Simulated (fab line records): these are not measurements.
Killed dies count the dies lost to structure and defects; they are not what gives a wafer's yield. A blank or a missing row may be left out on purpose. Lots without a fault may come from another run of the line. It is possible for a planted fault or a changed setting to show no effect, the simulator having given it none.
Which tool is to blame? | flow berkeley cmos170 | 24 wafers from 8 lots sampled at 2 of the route's 331 steps

## WHAT THE GAUGES SHOWED, per wafer
UCB170_NWELL_TW_MEAS_16.
lot  | measured    | on            | NWELL_TW
L314 | day 2 13:45 | film metro-02 | 1242 1246 1241
L317 | day 3 07:59 | film metro-01 | 1230 1230 1228
L320 | day 3 22:56 | film metro-01 | 1229 1224 1232
L322 | day 4 06:27 | film metro-04 | 1266 1269 1265
L324 | day 4 11:14 | film metro-01 | 1235 1222 1236
L325 | day 4 19:00 | film metro-01 | 1235 1237 1237
L328 | day 5 09:13 | film metro-02 | 514 511 511
L330 | day 5 20:34 | film metro-01 | 505 503 505

## WHAT TOOL EACH LOT RAN ON (gives the tool, then ch and the chambers of the sampled wafers, and finally the start)
lot  | UCB170_NWELL_IMPLANT_14
L314 | implanter-03 ch 0, day 2 13:30
L317 | implanter-04 ch 0, day 3 07:45
L320 | implanter-04 ch 0, day 3 22:43
L322 | implanter-03 ch 0, day 4 06:14
L324 | implanter-04 ch 0, day 4 11:01
L325 | implanter-02 ch 0, day 4 18:46
L328 | implanter-02 ch 0, day 5 08:58
L330 | implanter-03 ch 0, day 5 20:21
- UCB170_NWELL_IMPLANT_14

## THE ANSWER, worked out from the rows above alone
Rule: the usual values come from the lots themselves. Put in order of their means at a reading, lots are off if they are a third of the lots or fewer, leave a main group of 4 or more, and stand apart from it by a gap of 3 or more times the standard deviation of the main group's means; of several such gaps the widest counts. If all means in a main group match to the digits the tables above print for the reading, that group is not used. Also off: a lot with no number at a reading for which 4 or more lots have one. All remaining lots with rows at the step are treated as sound.
Off: L328, L330, seen at UCB170_NWELL_TW_MEAS_16 (NWELL_TW). The main group has a mean of 1239 with a standard deviation of 13.
A tool fits if, at a process step before that reading, it ran every lot that is off, and no sound lot after the first of them. Those tools and the gauges at UCB170_NWELL_TW_MEAS_16 are tried in the same way. No candidate that was tried fits.

## WHAT THE SIMULATOR PUT IN
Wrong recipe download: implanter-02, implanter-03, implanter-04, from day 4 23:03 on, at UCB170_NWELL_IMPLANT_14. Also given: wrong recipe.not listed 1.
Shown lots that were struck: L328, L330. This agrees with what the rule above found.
